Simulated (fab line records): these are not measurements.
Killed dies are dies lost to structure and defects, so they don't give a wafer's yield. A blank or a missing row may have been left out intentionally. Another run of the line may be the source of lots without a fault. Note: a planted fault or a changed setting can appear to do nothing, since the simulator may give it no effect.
What tool caused it? + flow berkeleyCmos170 + 14 lots with 42 wafers sampled at 6 steps, on a route of 331 steps

WHAT THE GAUGES SHOWED, per wafer
UCB170_M1_OVL_MEAS_10. Usual: for M1_OVL the level is 1 nm and the standard deviation is 6.5.
| lot  | measured     | on         | M1_OVL (nm) | flag |
|------|--------------|------------|-------------|------|
| L286 | day 6 14:50  | overlay-02 | 5 3 1       |      |
| L291 | day 7 18:27  | overlay-01 | -2 5 -2     |      |
| L290 | day 7 18:47  | overlay-01 | -2 0 -4     |      |
| L293 | day 7 23:15  | overlay-02 | 12 10 4     |      |
| L295 | day 8 14:40  | overlay-01 | 1 -1 0      |      |
| L296 | day 8 16:46  | overlay-01 | 3 -1 3      |      |
| L297 | day 8 23:56  | overlay-01 | -2 -4 -5    |      |
| L300 | day 9 17:32  | overlay-02 | 3 5 8       |      |
| L301 | day 9 18:22  | overlay-01 | 14 6 13     |      |
| L299 | day 9 18:38  | overlay-02 | 6 10 0      |      |
| L302 | day 10 11:22 | overlay-01 | -6 -2 -5    |      |
| L303 | day 10 13:26 | overlay-02 | 6 7 5       |      |
| L308 | day 11 12:54 | overlay-01 | 0 6 6       |      |
| L309 | day 11 13:08 | overlay-02 | -6 -10 -11  |      |

UCB170_V2_THK_MEAS_01. Usual: for V2_TEOS_THK the level is 2005 nm and the standard deviation is 24.
| lot  | measured     | on           | V2_TEOS_THK (nm) | flag |
|------|--------------|--------------|------------------|------|
| L286 | day 6 23:41  | filmMetro-01 | 1982 1994 2019   |      |
| L291 | day 8 05:02  | filmMetro-01 | 2023 2028 2045   |      |
| L290 | day 8 05:33  | filmMetro-02 | 1999 2028 2013   |      |
| L293 | day 8 11:01  | filmMetro-02 | 1978 2026 1999   |      |
| L295 | day 8 23:46  | filmMetro-03 | 1971 1986 2017   |      |
| L296 | day 9 02:38  | filmMetro-02 | 1990 1994 2023   |      |
| L297 | day 9 10:18  | filmMetro-03 | 1976 2018 2022   |      |
| L300 | day 10 06:49 | filmMetro-02 | 2020 2032 2025   |      |
| L301 | day 10 07:02 | filmMetro-03 | 1962 1976 2001   |      |
| L299 | day 10 06:44 | filmMetro-01 | 1990 2002 1983   |      |
| L302 | day 10 23:08 | filmMetro-01 | 2023 1998 2019   |      |
| L303 | day 10 23:31 | filmMetro-01 | 1993 2031 2028   |      |
| L308 | day 11 22:46 | filmMetro-01 | 2016 2052 2038   |      |
| L309 | day 11 22:53 | filmMetro-02 | 1997 1995 2032   |      |

UCB170_V2_OVL_MEAS_13. Usual: for V2_OVL the level is 2 nm and the standard deviation is 6.
| lot  | measured     | on         | V2_OVL (nm) | flag |
|------|--------------|------------|-------------|------|
| L286 | day 7 01:32  | overlay-02 | -2 -3 -8    |      |
| L291 | day 8 08:15  | overlay-02 | -14 -4 -1   |      |
| L290 | day 8 08:59  | overlay-02 | 9 3 7       |      |
| L293 | day 8 12:58  | overlay-02 | 6 14 10     |      |
| L295 | day 9 01:37  | overlay-01 | 8 3 10      |      |
| L296 | day 9 04:19  | overlay-01 | 6 -4 -5     |      |
| L297 | day 9 12:09  | overlay-01 | 3 0 1       |      |
| L300 | day 10 11:08 | overlay-02 | 5 8 -3      |      |
| L301 | day 10 10:56 | overlay-01 | 7 -1 -1     |      |
| L299 | day 10 10:50 | overlay-01 | 0 4 9       |      |
| L302 | day 11 02:02 | overlay-02 | 1 -4 -5     |      |
| L303 | day 11 02:08 | overlay-01 | 0 2 4       |      |
| L308 | day 12 04:10 | overlay-02 | 1 5 5       |      |
| L309 | day 12 04:23 | overlay-02 | -16 -4 -8   |      |

UCB170_M3_CD_MEAS_90 targets a cd of 700 nm. Usual: cdNm at 699.9 nm, with a standard deviation of 2.1.
| lot  | measured     | on       | cdNm (nm)         | flag |
|------|--------------|----------|-------------------|------|
| L286 | day 7 06:32  | cdSem-02 | 700.3 700.1 700.4 |      |
| L291 | day 8 12:25  | cdSem-02 | 696.9 698.4 700.5 |      |
| L290 | day 8 12:40  | cdSem-01 | 701.6 703.3 699.3 |      |
| L293 | day 8 16:46  | cdSem-02 | 694.1 697.7 696.0 |      |
| L295 | day 9 04:34  | cdSem-01 | 701.1 700.3 701.3 |      |
| L296 | day 9 07:38  | cdSem-02 | 699.4 703.1 698.8 |      |
| L297 | day 9 15:26  | cdSem-02 | 699.1 699.5 698.6 |      |
| L300 | day 10 14:25 | cdSem-02 | - - -             | OFF  |
| L301 | day 10 14:16 | cdSem-01 | - - -             | OFF  |
| L299 | day 10 14:04 | cdSem-02 | 700.4 701.9 700.5 |      |
| L302 | day 11 06:04 | cdSem-01 | 702.6 701.3 699.5 |      |
| L303 | day 11 06:19 | cdSem-02 | 701.8 700.6 700.8 |      |
| L308 | day 12 07:19 | cdSem-01 | 698.1 696.9 696.3 |      |
| L309 | day 12 07:50 | cdSem-01 | 697.1 699.3 697.5 |      |

WHICH TOOL RAN EACH LOT (tool, then ch and the chambers of the sampled wafers, then the start)
| lot  | UCB170_M3_ETCH_17                 | UCB170_M3_METAL_ETCH_18          |
|------|-----------------------------------|----------------------------------|
| L286 | rieDiel-03 ch 1,2,3, day 7 06:11  | rieMetal-03 ch 0,1, day 7 06:14  |
| L291 | rieDiel-03 ch 0,2,3, day 8 12:05  | rieMetal-04 ch 0,1, day 8 12:08  |
| L290 | rieDiel-01 ch 1,2, day 8 12:20    | rieMetal-03 ch 0,1, day 8 12:22  |
| L293 | rieDiel-03 ch 0,1, day 8 16:25    | rieMetal-01 ch 0,1, day 8 16:28  |
| L295 | rieDiel-04 ch 0,1,2, day 9 04:14  | rieMetal-03 ch 0,1, day 9 04:16  |
| L296 | rieDiel-01 ch 0,1,3, day 9 07:18  | rieMetal-01 ch 0,1, day 9 07:20  |
| L297 | rieDiel-01 ch 0,1,2, day 9 15:05  | rieMetal-04 ch 0,1, day 9 15:07  |
| L300 | rieDiel-01 ch 0,1,2, day 10 14:02 | rieMetal-03 ch 0,1, day 10 14:08 |
| L301 | rieDiel-04 ch 0,1, day 10 13:55   | rieMetal-01 ch 1, day 10 13:58   |
| L299 | rieDiel-03 ch 0,1, day 10 13:44   | rieMetal-03 ch 0,1, day 10 13:47 |
| L302 | rieDiel-03 ch 0,1,2, day 11 05:41 | rieMetal-03 ch 0,1, day 11 05:47 |
| L303 | rieDiel-01 ch 1,2, day 11 05:57   | rieMetal-01 ch 0,1, day 11 06:03 |
| L308 | rieDiel-04 ch 1,2,3, day 12 06:56 | rieMetal-03 ch 0,1, day 12 07:02 |
| L309 | rieDiel-04 ch 0,3, day 12 07:30   | rieMetal-04 ch 0,1, day 12 07:32 |
- UCB170_M3_ETCH_17: etches BARC in N2/H2.
- UCB170_M3_METAL_ETCH_18: etches Al in Cl2/BCl3, stops on SiO2, target depth 1170 nm, time 195 s.

WHAT THE TOOLS THEMSELVES READ (means of the sampled wafers that have a number; where no wafer has one, the mark that the record gives instead)
UCB170_M3_ETCH_17. Usual: biasW 98.17 W, standard deviation 0.3; chamberPressureMTorr 29.998 mTorr, standard deviation 0.027; drypumpMotorCurrentA 5.7 A, standard deviation 0.42; oesProductAu 0.992 a.u., standard deviation 0.015; throttleValvePct 13.39 %, standard deviation 0.15.
| lot  | tool       | biasW (W) | chamberPressureMTorr (mTorr) | drypumpMotorCurrentA (A) | oesProductAu (a.u.) | throttleValvePct (%) | flag |
|------|------------|-----------|------------------------------|--------------------------|---------------------|----------------------|------|
| L286 | rieDiel-03 | 97.99     | 30.006                       | 5.9                      | 0.986               | 13.43                |      |
| L291 | rieDiel-03 | 98.03     | 30.009                       | 6.1                      | 1.000               | 13.47                |      |
| L290 | rieDiel-01 | 98.48     | 29.997                       | 5.5                      | 1.000               | 13.42                |      |
| L293 | rieDiel-03 | 98.09     | 29.984                       | 5.9                      | 0.979               | 13.40                |      |
| L295 | rieDiel-04 | 98.14     | 30.024                       | 5.3                      | 0.990               | 13.49                |      |
| L296 | rieDiel-01 | 97.94     | 29.985                       | 5.8                      | 0.994               | 13.23                |      |
| L297 | rieDiel-01 | 98.13     | 30.006                       | 5.6                      | 0.989               | 13.30                |      |
| L300 | rieDiel-01 | -         | -                            | -                        | -                   | -                    | OFF  |
| L301 | rieDiel-04 | -         | -                            | -                        | -                   | -                    | OFF  |
| L299 | rieDiel-03 | 98.22     | 30.013                       | 5.9                      | 0.977               | 13.40                |      |
| L302 | rieDiel-03 | 98.39     | 30.018                       | 6.1                      | 0.990               | 13.47                |      |
| L303 | rieDiel-01 | 97.87     | 29.994                       | 5.6                      | 1.003               | 13.38                |      |
| L308 | rieDiel-04 | 98.47     | 30.015                       | 5.3                      | 0.991               | 13.44                |      |
| L309 | rieDiel-04 | 97.96     | 29.988                       | 5.2                      | 1.010               | 13.25                |      |

UCB170_M3_METAL_ETCH_18. Usual: bcl3FlowSccm 44.99 sccm, standard deviation 0.12; biasW 120.1 W, standard deviation 0.39; drypumpMotorCurrentA 5.8 A, standard deviation 0.49; oesProductAu 0.852 a.u., standard deviation 0.0088; throttleValvePct 24.33 %, standard deviation 0.11.
| lot  | tool        | bcl3FlowSccm (sccm) | biasW (W) | drypumpMotorCurrentA (A) | oesProductAu (a.u.) | throttleValvePct (%) | flag |
|------|-------------|---------------------|-----------|--------------------------|---------------------|----------------------|------|
| L286 | rieMetal-03 | 45.07               | 120.4     | 6.0                      | 0.862               | 24.32                |      |
| L291 | rieMetal-04 | 45.08               | 120.3     | 5.1                      | 0.843               | 24.39                |      |
| L290 | rieMetal-03 | 44.96               | 120.4     | 6.1                      | 0.852               | 24.33                |      |
| L293 | rieMetal-01 | 44.88               | 120.4     | 6.1                      | 0.845               | 24.19                |      |
| L295 | rieMetal-03 | 45.06               | 120.1     | 6.0                      | 0.862               | 24.32                |      |
| L296 | rieMetal-01 | 45.02               | 120.4     | 6.2                      | 0.838               | 24.26                |      |
| L297 | rieMetal-04 | 45.04               | 120.4     | 5.0                      | 0.858               | 24.46                |      |
| L300 | rieMetal-03 | 45.10               | 120.2     | 6.1                      | 0.374               | 24.56                | OFF  |
| L301 | rieMetal-01 | 44.99               | 120.0     | 6.0                      | 0.367               | 24.35                | OFF  |
| L299 | rieMetal-03 | 45.02               | 119.7     | 6.0                      | 0.854               | 24.32                |      |
| L302 | rieMetal-03 | 45.10               | 119.7     | 6.0                      | 0.859               | 24.31                |      |
| L303 | rieMetal-01 | 45.08               | 119.7     | 6.1                      | 0.843               | 24.19                |      |
| L308 | rieMetal-03 | 44.98               | 120.3     | 6.0                      | 0.863               | 24.31                |      |
| L309 | rieMetal-04 | 44.84               | 120.2     | 5.0                      | 0.852               | 24.46                |      |

THE ANSWER, worked out from the rows above alone
Rule: take the mean of a lot's wafers that have a number; if it is more than 3 standard deviations from the usual mean, the lot is off. A lot without any number at a reading at which 4 lots or more have one is off too. The other lots that the step has rows for count as sound. The gauges are gone through in route order, then the tools' own readings, and for those a lot's mean is taken as printed above. The first step at which some lot is off is used, and at that step the reading that is off furthest; a lot without a number counts as furthest.
Off: L300, L301 (UCB170_M3_CD_MEAS_90, cdNm). Without a number there: L300, L301.
If a tool, at a process step before that reading, ran all the lots that are off and no sound lot after the first of them, it fits. The gauges at UCB170_M3_CD_MEAS_90 aren't tried: what is off there is off at UCB170_M3_ETCH_17 too, on other tools, and a gauge's error can't cause that. None of those tried fits.

WHAT THE SIMULATOR PUT IN
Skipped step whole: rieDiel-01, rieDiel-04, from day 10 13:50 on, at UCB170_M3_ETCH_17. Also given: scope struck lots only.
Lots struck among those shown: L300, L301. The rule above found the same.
